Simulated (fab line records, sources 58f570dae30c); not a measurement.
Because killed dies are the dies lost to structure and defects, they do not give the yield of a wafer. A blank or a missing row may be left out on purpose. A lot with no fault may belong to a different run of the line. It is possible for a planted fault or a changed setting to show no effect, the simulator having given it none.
What tool caused it? | flow berkeley cmos170 | 14 lots, 42 wafers sampled, at 5 steps of a route of 331

## WHAT THE GAUGES SHOWED, per wafer
UCB170_V2_THK_MEAS_04. Usual: V2_POLISHED_THK gives 1000.5 nm (standard deviation 1).
lot  | measured     | on            | V2_POLISHED_THK (nm) | flag
L537 | day 9 03:49  | film metro-04 | 997.6 999.3 999.4    |
L536 | day 9 08:52  | film metro-04 | 1001.8 998.1 1000.2  |
L538 | day 9 23:32  | film metro-03 | 1001.5 1001.1 1000.8 |
L539 | day 10 01:35 | film metro-02 | 999.6 1000.4 1001.0  |
L543 | day 10 14:29 | film metro-03 | 999.6 1001.2 999.5   |
L544 | day 10 18:31 | film metro-03 | 1001.0 1000.6 999.6  |
L546 | day 10 18:50 | film metro-02 | 999.9 1000.9 1001.4  |
L547 | day 10 19:13 | film metro-02 | 1000.9 1001.5 999.6  |
L549 | day 11 03:52 | film metro-04 | 998.8 1000.6 1000.3  |
L551 | day 11 16:47 | film metro-02 | 1001.6 1000.8 1002.0 |
L552 | day 11 20:08 | film metro-03 | 1001.5 1000.7 1001.7 |
L553 | day 11 22:35 | film metro-04 | 1000.3 999.8 1001.2  |
L557 | day 12 20:56 | film metro-03 | 1001.1 998.5 1000.3  |
L558 | day 13 05:31 | film metro-04 | 999.5 1000.2 1000.6  |

UCB170_M3_OVL_MEAS_16. Usual: M3_OVL gives 6 nm (standard deviation 5.7).
lot  | measured     | on         | M3_OVL (nm) | flag
L537 | day 9 15:53  | overlay-02 | -7 5 4      |
L536 | day 9 17:02  | overlay-01 | 18 9 11     |
L538 | day 10 05:30 | overlay-02 | 9 8 11      |
L539 | day 10 08:20 | overlay-01 | 12 7 12     |
L543 | day 10 18:53 | overlay-01 | -1 0 -6     |
L544 | day 10 23:52 | overlay-02 | -3 -7 -7    |
L546 | day 11 00:19 | overlay-01 | 11 15 16    |
L547 | day 11 01:09 | overlay-02 | 11 7 7      |
L549 | day 11 07:47 | overlay-01 | 1 0 -3      |
L551 | day 11 21:11 | overlay-02 | 17 11 14    |
L552 | day 12 00:23 | overlay-01 | 7 13 6      |
L553 | day 12 02:34 | overlay-01 | 2 13 -1     |
L557 | day 13 00:40 | overlay-01 | 4 -2 4      |
L558 | day 13 10:40 | overlay-02 | 12 11 1     |

## EACH LOT AND THE TOOL THAT RAN IT (in order: tool; ch and the chambers of the sampled wafers; start)
lot  | UCB170_V2_CVD_00                | UCB170_V2_ETCH_14                  | UCB170_V2_STRIP_15
L537 | pecvd-02 ch 0,1,2, day 9 03:14  | rie diel-01 ch 0,1,3, day 9 08:51  | plasma asher-04 ch 0,1, day 9 09:04
L536 | pecvd-01 ch 1,2, day 9 08:13    | rie diel-04 ch 1,2,3, day 9 12:22  | plasma asher-04 ch 0,1, day 9 12:32
L538 | pecvd-01 ch 0,1, day 9 22:49    | rie diel-04 ch 0,1,3, day 10 01:47 | plasma asher-02 ch 0, day 10 01:58
L539 | pecvd-02 ch 0,1,2, day 10 00:58 | rie diel-04 ch 1,2, day 10 05:17   | plasma asher-04 ch 0,1, day 10 05:31
L543 | pecvd-02 ch 0,1, day 10 13:48   | rie diel-01 ch 0,1,3, day 10 16:19 | plasma asher-02 ch 1, day 10 16:30
L544 | pecvd-03 ch 0,1, day 10 17:48   | rie diel-02 ch 1,3, day 10 19:45   | plasma asher-04 ch 0,1, day 10 19:55
L546 | pecvd-01 ch 1,2, day 10 17:56   | rie diel-01 ch 0,3, day 10 20:03   | plasma asher-02 ch 0,1, day 10 20:16
L547 | pecvd-02 ch 1,2, day 10 18:34   | rie diel-02 ch 2,3, day 10 20:33   | plasma asher-03 ch 0,1, day 10 20:46
L549 | pecvd-03 ch 0,1,2, day 11 03:08 | rie diel-01 ch 0,2,3, day 11 05:22 | plasma asher-02 ch 0,1, day 11 05:32
L551 | pecvd-03 ch 0,1,2, day 11 16:09 | rie diel-01 ch 0,1,3, day 11 18:37 | plasma asher-02 ch 0,1, day 11 18:47
L552 | pecvd-01 ch 0,1,2, day 11 19:31 | rie diel-02 ch 0,1,3, day 11 21:51 | plasma asher-03 ch 0,1, day 11 22:02
L553 | pecvd-03 ch 0,1, day 11 21:56   | rie diel-02 ch 1,2, day 11 23:48   | plasma asher-03 ch 0,1, day 12 00:01
L557 | pecvd-02 ch 0,2, day 12 20:17   | rie diel-01 ch 1,2, day 12 22:10   | plasma asher-03 ch 0,1, day 12 22:21
L558 | pecvd-01 ch 0,1,2, day 13 04:56 | rie diel-02 ch 1,2,3, day 13 07:00 | plasma asher-02 ch 0,1, day 13 07:13
- UCB170_V2_CVD_00: deposits SiO2 from TEOS/O2, target thk 2000 nm, time 250 s.
- UCB170_V2_ETCH_14: etches SiO2 in CHF3/CF4/Ar, stops on Al, target depth 1250 nm, time 291 s.
- UCB170_V2_STRIP_15: strips in O2.

## AS READ BY THE TOOLS THEMSELVES (means over the sampled wafers that have a number; for cases with no such wafer, the mark the record gives instead)
UCB170_V2_CVD_00. Usual: heater power w 228 W, standard deviation 61; pressure mtorr 8996 mTorr, standard deviation 20.
lot  | tool     | heater power w (W) | pressure mtorr (mTorr) | flag
L537 | pecvd-02 | 220                | 8980                   |
L536 | pecvd-01 | 181                | 8982                   |
L538 | pecvd-01 | 198                | 9026                   |
L539 | pecvd-02 | 252                | 9008                   |
L543 | pecvd-02 | 299                | 9000                   |
L544 | pecvd-03 | 158                | 8998                   |
L546 | pecvd-01 | 181                | 8997                   |
L547 | pecvd-02 | 210                | 9009                   |
L549 | pecvd-03 | 200                | 8986                   |
L551 | pecvd-03 | 208                | 8997                   |
L552 | pecvd-01 | 191                | 8997                   |
L553 | pecvd-03 | 207                | 9002                   |
L557 | pecvd-02 | 250                | 9009                   |
L558 | pecvd-01 | 194                | 9017                   |

UCB170_V2_ETCH_14. Usual: chamber pressure mTorr 200.01 mTorr, standard deviation 0.17; drypump motor current A 5.7 A, standard deviation 0.34; oes product au 0.879 a.u., standard deviation 0.017; throttle valve pct 6.94 %, standard deviation 0.11.
lot  | tool        | chamber pressure mTorr (mTorr) | drypump motor current A (A) | oes product au (a.u.) | throttle valve pct (%) | flag
L537 | rie diel-01 | 200.10                         | 5.7                         | 0.873                 | 6.85                   |
L536 | rie diel-04 | 199.90                         | 5.5                         | 0.891                 | 6.92                   |
L538 | rie diel-04 | 199.91                         | 5.7                         | 0.926                 | 6.94                   |
L539 | rie diel-04 | 199.97                         | 5.7                         | 0.928                 | 6.87                   |
L543 | rie diel-01 | 200.03                         | 5.7                         | 0.874                 | 6.85                   |
L544 | rie diel-02 | 199.95                         | 5.8                         | 0.892                 | 6.96                   |
L546 | rie diel-01 | 200.18                         | 5.5                         | 0.867                 | 6.89                   |
L547 | rie diel-02 | 200.12                         | 6.1                         | 0.860                 | 6.96                   |
L549 | rie diel-01 | 199.91                         | 5.7                         | 0.851                 | 6.90                   |
L551 | rie diel-01 | 200.03                         | 5.7                         | 0.871                 | 6.86                   |
L552 | rie diel-02 | 200.07                         | 5.6                         | 0.883                 | 7.00                   |
L553 | rie diel-02 | 199.86                         | 5.9                         | 0.884                 | 7.02                   |
L557 | rie diel-01 | 199.89                         | 6.0                         | 0.858                 | 6.86                   |
L558 | rie diel-02 | 200.01                         | 6.0                         | 0.876                 | 6.96                   |

UCB170_V2_STRIP_15. Usual: chamber pressure mTorr 3500 mTorr, standard deviation 3.2; drypump motor current A 6.0 A, standard deviation 0.34; oes product au 0.722 a.u., standard deviation 0.0046; strip time to endpoint s 15.38 s, standard deviation 0.091.
lot  | tool            | chamber pressure mTorr (mTorr) | drypump motor current A (A) | oes product au (a.u.) | strip time to endpoint s (s) | flag
L537 | plasma asher-04 | 3502                           | 6.2                         | 0.722                 | 15.35                        |
L536 | plasma asher-04 | 3501                           | 6.3                         | 0.722                 | 15.48                        |
L538 | plasma asher-02 | 3498                           | 5.7                         | 0.729                 | 15.83                        | OFF
L539 | plasma asher-04 | 3497                           | 6.3                         | 0.723                 | 15.75                        | OFF
L543 | plasma asher-02 | 3500                           | 6.2                         | 0.726                 | 15.44                        |
L544 | plasma asher-04 | 3497                           | 6.3                         | 0.719                 | 15.11                        |
L546 | plasma asher-02 | 3500                           | 5.9                         | 0.724                 | 15.48                        |
L547 | plasma asher-03 | 3502                           | 5.7                         | 0.720                 | 15.32                        |
L549 | plasma asher-02 | 3500                           | 6.0                         | 0.720                 | 15.45                        |
L551 | plasma asher-02 | 3500                           | 5.8                         | 0.720                 | 15.42                        |
L552 | plasma asher-03 | 3499                           | 5.7                         | 0.717                 | 15.42                        |
L553 | plasma asher-03 | 3502                           | 6.0                         | 0.723                 | 15.29                        |
L557 | plasma asher-03 | 3498                           | 5.7                         | 0.718                 | 15.29                        |
L558 | plasma asher-02 | 3501                           | 6.0                         | 0.719                 | 15.30                        |

## THE ANSWER, worked out from the rows above alone
Rule: a lot is off if the mean of its wafers that have a number lies more than 3 standard deviations from the usual mean. A lot without any number at a reading at which 4 lots or more have one is off too. Any other lot the step has rows for is counted as sound. First the gauges in route order, then the tools' own readings, where a lot's mean is used as printed above. At the first step where some lot is off, the reading lying furthest off is the one used; lots without a number count as furthest.
Off, at UCB170_V2_STRIP_15 on strip time to endpoint s: L538, L539.
A tool fits if, at that step or a process step before it, it ran every lot that is off, and no sound lot after the first of them. One candidate fits, namely rie diel-04 at UCB170_V2_ETCH_14. A fault onset in the window from L536 (day 9 12:22, its last sound lot) to L538 (day 10 01:47, its first lot off) fits.

## WHAT WAS PUT IN BY THE SIMULATOR
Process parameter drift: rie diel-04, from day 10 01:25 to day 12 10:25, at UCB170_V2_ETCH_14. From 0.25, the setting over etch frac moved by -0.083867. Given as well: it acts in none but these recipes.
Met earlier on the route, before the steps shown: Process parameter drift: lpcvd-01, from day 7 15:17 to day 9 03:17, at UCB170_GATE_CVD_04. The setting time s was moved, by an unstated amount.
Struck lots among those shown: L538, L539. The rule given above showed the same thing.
